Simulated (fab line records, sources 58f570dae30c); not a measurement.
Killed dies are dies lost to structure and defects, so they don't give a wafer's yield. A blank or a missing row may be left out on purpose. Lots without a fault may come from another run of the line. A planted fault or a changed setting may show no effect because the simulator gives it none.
Which tool did it? | flow berkeley_cmos170 | 14 lots, 42 wafers sampled, at 2 steps of a route of 331

WHAT THE GAUGES READ, wafer by wafer
UCB170_GATE_CD_MEAS_12: target cd 350 nm.
lot  | measured     | on        | cd_nm (nm)
L142 | day 6 05:39  | cd_sem-02 | 351.1 350.1 351.1
L143 | day 6 06:08  | cd_sem-02 | 348.9 348.5 348.7
L145 | day 6 19:55  | cd_sem-02 | 351.1 349.9 351.2
L144 | day 6 19:41  | cd_sem-01 | 349.5 351.2 350.3
L147 | day 7 10:28  | cd_sem-02 | 348.5 350.2 349.9
L149 | day 7 22:30  | cd_sem-02 | 350.4 350.3 351.2
L150 | day 7 22:19  | cd_sem-01 | 350.3 349.3 351.2
L148 | day 7 22:11  | cd_sem-02 | 349.8 350.2 349.0
L154 | day 8 23:14  | cd_sem-02 | 351.8 350.8 350.9
L158 | day 9 00:43  | cd_sem-02 | 348.9 348.4 349.0
L157 | day 8 22:53  | cd_sem-02 | 350.4 350.1 349.8
L161 | day 10 02:06 | cd_sem-01 | 351.3 351.4 351.1
L163 | day 10 13:17 | cd_sem-02 | 350.5 351.2 350.6
L164 | day 10 13:00 | cd_sem-02 | 350.9 350.1 349.2

WHICH TOOL RAN EACH LOT (tool, then ch and the chambers of the sampled wafers, then the start)
lot  | UCB170_PFIELD_STRIP_08
L142 | plasma_asher-01 ch 0,1, day 4 12:23
L143 | plasma_asher-02 ch 0,1, day 4 12:40
L145 | plasma_asher-02 ch 0,1, day 5 01:59
L144 | plasma_asher-01 ch 0,1, day 5 02:08
L147 | plasma_asher-04 ch 0,1, day 5 17:40
L149 | plasma_asher-01 ch 0,1, day 6 01:11
L150 | plasma_asher-04 ch 1, day 6 01:23
L148 | plasma_asher-01 ch 0,1, day 6 01:30
L154 | plasma_asher-04 ch 0,1, day 7 04:55
L158 | plasma_asher-04 ch 0,1, day 7 08:54
L157 | plasma_asher-01 ch 0,1, day 7 09:11
L161 | plasma_asher-01 ch 1, day 8 07:58
L163 | plasma_asher-02 ch 0,1, day 8 15:50
L164 | plasma_asher-02 ch 0,1, day 8 21:02
- UCB170_PFIELD_STRIP_08: strips in O2.

WHAT THE TOOLS THEMSELVES READ (means of the sampled wafers that have a number; where no wafer has one, the mark that the record gives instead)
UCB170_PFIELD_STRIP_08.
lot  | tool            | drypump_motor_current_A (A) | oes_product_au (a.u.) | strip_time_to_endpoint_s (s)
L142 | plasma_asher-01 | 5.7                         | 0.731                 | 21.50
L143 | plasma_asher-02 | 5.3                         | 0.732                 | 21.70
L145 | plasma_asher-02 | 5.3                         | 0.734                 | 21.60
L144 | plasma_asher-01 | 5.8                         | 0.735                 | 21.71
L147 | plasma_asher-04 | 5.9                         | 0.730                 | 21.69
L149 | plasma_asher-01 | 5.7                         | 0.735                 | 21.74
L150 | plasma_asher-04 | 6.1                         | 0.732                 | 21.59
L148 | plasma_asher-01 | 5.8                         | 0.732                 | 21.69
L154 | plasma_asher-04 | 5.8                         | 0.732                 | 21.60
L158 | plasma_asher-04 | 5.8                         | 0.735                 | 21.55
L157 | plasma_asher-01 | 5.7                         | 0.739                 | 21.65
L161 | plasma_asher-01 | 5.9                         | 0.734                 | 21.52
L163 | plasma_asher-02 | 5.5                         | 0.736                 | 21.72
L164 | plasma_asher-02 | 5.3                         | 0.736                 | 21.57

THE ANSWER, worked out from the rows above alone
Rule: what is usual is taken from the lots themselves. Put in order of their means at a reading, lots are off if they are a third of the lots or fewer, leave a main group of 4 or more, and stand apart from it by a gap of 3 or more times the standard deviation of the main group's means; of several such gaps the widest counts. A main group whose means are all the same, to the digits that the tables above print for the reading, isn't used. A lot without any number at a reading at which 4 lots or more have one is off too. The other lots that the step has rows for count as sound. The gauges are gone through in route order, then the tools' own readings, and for those a lot's mean is taken as printed above. The first step at which some lot is off is used, and at that step the reading that is off furthest; a lot without a number counts as furthest.
No lot is off at any reading shown: from this, nothing can be told.

WHAT THE SIMULATOR HAD PUT IN
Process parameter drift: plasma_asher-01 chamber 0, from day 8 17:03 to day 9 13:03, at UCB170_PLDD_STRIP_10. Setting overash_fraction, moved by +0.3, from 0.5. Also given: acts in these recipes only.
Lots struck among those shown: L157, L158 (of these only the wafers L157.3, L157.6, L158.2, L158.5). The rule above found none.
